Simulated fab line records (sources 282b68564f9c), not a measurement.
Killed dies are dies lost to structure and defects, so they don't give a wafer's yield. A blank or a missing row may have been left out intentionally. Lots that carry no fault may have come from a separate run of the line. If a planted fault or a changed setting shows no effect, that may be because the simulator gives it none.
Which of the tools did it? -- flow rit-cmos -- 42 wafers from 14 lots sampled at 2 of the route's 202 steps

WHAT THE GAUGES READ, wafer by wafer
The record lacks any reading of a measuring or inspecting step that a usual standard deviation could be used to judge.

EACH LOT AND THE TOOL THAT RAN IT (in order: tool; ch and the chambers of the sampled wafers; start)
lot,RIT_PLDD_STRIP_09,RIT_M1_PROBE_99
L928,"plasma-asher-02 ch 0,1, day 2 19:30","prober-02, day 3 09:01"
L930,"plasma-asher-03 ch 0,1, day 3 07:40","prober-02, day 4 01:31"
L931,"plasma-asher-02 ch 0,1, day 3 09:49","prober-01, day 4 01:25"
L932,"plasma-asher-02 ch 0,1, day 3 15:16","prober-01, day 4 05:07"
L935,"plasma-asher-04 ch 0,1, day 4 06:47","prober-02, day 4 20:22"
L936,"plasma-asher-04 ch 0,1, day 4 13:20","prober-01, day 5 04:22"
L937,"plasma-asher-03 ch 0,1, day 4 15:29","prober-02, day 5 10:37"
L938,"plasma-asher-03 ch 0,1, day 4 21:50","prober-01, day 5 13:59"
L939,"plasma-asher-02 ch 0,1, day 5 02:53","prober-02, day 5 16:44"
L940,"plasma-asher-03 ch 0,1, day 5 08:40","prober-01, day 5 22:40"
L941,"plasma-asher-03 ch 1, day 5 17:17","prober-02, day 6 06:53"
L949,"plasma-asher-02 ch 0,1, day 7 05:34","prober-02, day 7 20:20"
L950,"plasma-asher-02 ch 0,1, day 7 09:44","prober-01, day 7 23:10"
L951,"plasma-asher-04 ch 0,1, day 7 17:21","prober-02, day 8 07:38"
- RIT_PLDD_STRIP_09: strips in O2, time 180 s.
- RIT_M1_PROBE_99

AS READ BY THE TOOLS THEMSELVES (means over the sampled wafers that have a number; for cases with no such wafer, the mark the record gives instead)
RIT_PLDD_STRIP_09.
lot,tool,chamber-pressure-mTorr (mTorr),drypump-motor-current-A (A),o2-flow-sccm (sccm)
L928,plasma-asher-02,4004,5.84,4005
L930,plasma-asher-03,3998,5.89,3992
L931,plasma-asher-02,4002,5.85,4003
L932,plasma-asher-02,4003,5.84,4017
L935,plasma-asher-04,4002,6.19,4015
L936,plasma-asher-04,3999,6.02,4002
L937,plasma-asher-03,4001,5.74,4003
L938,plasma-asher-03,3997,5.88,4000
L939,plasma-asher-02,4001,5.82,3998
L940,plasma-asher-03,3999,5.73,4797
L941,plasma-asher-03,3998,6.04,4794
L949,plasma-asher-02,4001,5.85,4000
L950,plasma-asher-02,4001,5.82,3993
L951,plasma-asher-04,4002,6.21,3998

RIT_M1_PROBE_99.
lot,tool,killed_at_M0_to_M3,killed-at-contacts,killed-at-front-end,killed-dies,killed-open,killed-short
L928,prober-02,0.0,0.0,5,5,3.3,2.0
L930,prober-02,0.0,0.0,8,8,3.0,5.0
L931,prober-01,0.3,0.0,7,7,3.7,3.3
L932,prober-01,0.0,0.0,6,6,2.3,3.3
L935,prober-02,0.0,0.0,8,8,2.7,5.7
L936,prober-01,0.0,0.0,6,6,3.0,3.3
L937,prober-02,0.0,0.3,11,11,5.7,5.7
L938,prober-01,0.0,0.0,9,9,4.7,4.0
L939,prober-02,0.0,0.0,8,8,3.7,4.0
L940,prober-01,0.0,0.0,10,10,3.3,5.0
L941,prober-02,0.0,0.0,6,6,1.7,4.0
L949,prober-02,0.0,0.0,6,6,2.3,3.7
L950,prober-01,0.0,0.3,4,4,1.3,3.0
L951,prober-02,0.0,0.0,6,6,2.0,4.0

THE ANSWER, worked out from the rows above alone
Rule: the usual values come from the lots themselves. Put in order of their means at a reading, lots are off if they are a third of the lots or fewer, leave a main group of 4 or more, and stand apart from it by a gap of 3 or more times the standard deviation of the main group's means; of several such gaps the widest counts. A main group whose means are all the same, to the digits that the tables above print for the reading, isn't used. Also off: a lot with no number at a reading for which 4 or more lots have one. Any other lot the step has rows for is counted as sound. After the gauges, taken in route order, come the tools' own readings; for these a lot's mean is taken, as printed above. At the first step where some lot is off, the reading lying furthest off is the one used; lots without a number count as furthest.
Off at RIT_PLDD_STRIP_09 (o2-flow-sccm): L940, L941. The main group has a mean of 4002 sccm with a standard deviation of 7.2.
If a tool, at that step or one of the process steps before it, ran each lot that is off and ran no sound lot following the first of them, it fits. One fits: RIT_PLDD_STRIP_09 on plasma-asher-03. Its last sound lot is L938 (day 4 21:50), its first lot that is off L940 (day 5 08:40): a fault that began between those two fits.
The tool's own readings at RIT_PLDD_STRIP_09 bear it out: on the lots that are off they differ by more than 5 times the standard deviation of the sound lots' means. o2-flow-sccm reads 4796 sccm there against 4002 sccm on the sound lots.

WHAT THE SIMULATOR HAD PUT IN
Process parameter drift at RIT_PLDD_STRIP_09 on plasma-asher-03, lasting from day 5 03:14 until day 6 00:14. Setting o2-flow-sccm, moved by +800, from 4000. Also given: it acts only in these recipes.
Struck lots among those shown: L940, L941. The rule above reached the same finding.
